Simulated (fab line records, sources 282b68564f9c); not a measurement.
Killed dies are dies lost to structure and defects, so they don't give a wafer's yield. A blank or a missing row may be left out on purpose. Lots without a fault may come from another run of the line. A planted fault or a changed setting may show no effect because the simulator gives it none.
Which tool did it? | flow rit_cmos | 6 lots, 18 wafers sampled, at 2 steps of a route of 202

WHAT THE GAUGES READ, wafer by wafer
RIT_WELLDRIVE_RS_MEAS_01: measures by four-point-probe.
lot  | measured    | on            | NWELL_RS (ohm/sq)
L115 | day 2 09:34 | film_metro-03 | 274.3 274.5 274.5
L117 | day 2 18:52 | film_metro-04 | 275.4 275.5 274.7
L120 | day 3 10:46 | film_metro-04 | 275.7 274.2 275.9
L123 | day 4 01:15 | film_metro-04 | 275.3 275.0 275.0
L127 | day 5 01:20 | film_metro-04 | 300.5 301.3 300.2
L131 | day 5 18:40 | film_metro-04 | 275.2 275.6 276.9

WHICH TOOL RAN EACH LOT (tool, then ch and the chambers of the sampled wafers, then the start)
lot  | RIT_WELLDRIVE_ANNEAL_00
L115 | furnace-01 ch 0, day 2 04:29
L117 | furnace-04 ch 0, day 2 13:47
L120 | furnace-01 ch 0, day 3 05:40
L123 | furnace-02 ch 0, day 3 20:10
L127 | furnace-01 ch 0, day 4 20:14
L131 | furnace-02 ch 0, day 5 13:32
- RIT_WELLDRIVE_ANNEAL_00: time 14700 s.

THE ANSWER, worked out from the rows above alone
Rule: what is usual is taken from the lots themselves. Put in order of their means at a reading, lots are off if they are a third of the lots or fewer, leave a main group of 4 or more, and stand apart from it by a gap of 3 or more times the standard deviation of the main group's means; of several such gaps the widest counts. A main group whose means are all the same, to the digits that the tables above print for the reading, isn't used. A lot without any number at a reading at which 4 lots or more have one is off too. The other lots that the step has rows for count as sound.
Off: L127, at RIT_WELLDRIVE_RS_MEAS_01 (NWELL_RS). The main group: mean 275.2 ohm/sq, standard deviation 0.47.
A tool fits if, at a process step before that reading, it ran every lot that is off, and no sound lot after the first of them. The gauges at RIT_WELLDRIVE_RS_MEAS_01 are tried like those tools. One fits: furnace-01 at RIT_WELLDRIVE_ANNEAL_00. Its last sound lot is L120 (day 3 05:40), its first lot that is off L127 (day 4 20:14): a fault that began between those two fits.

WHAT THE SIMULATOR HAD PUT IN
Process parameter drift: furnace-01, from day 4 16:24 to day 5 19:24, at RIT_WELLDRIVE_ANNEAL_00. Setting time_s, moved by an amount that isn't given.
Lots struck among those shown: L127. The rule above found the same.
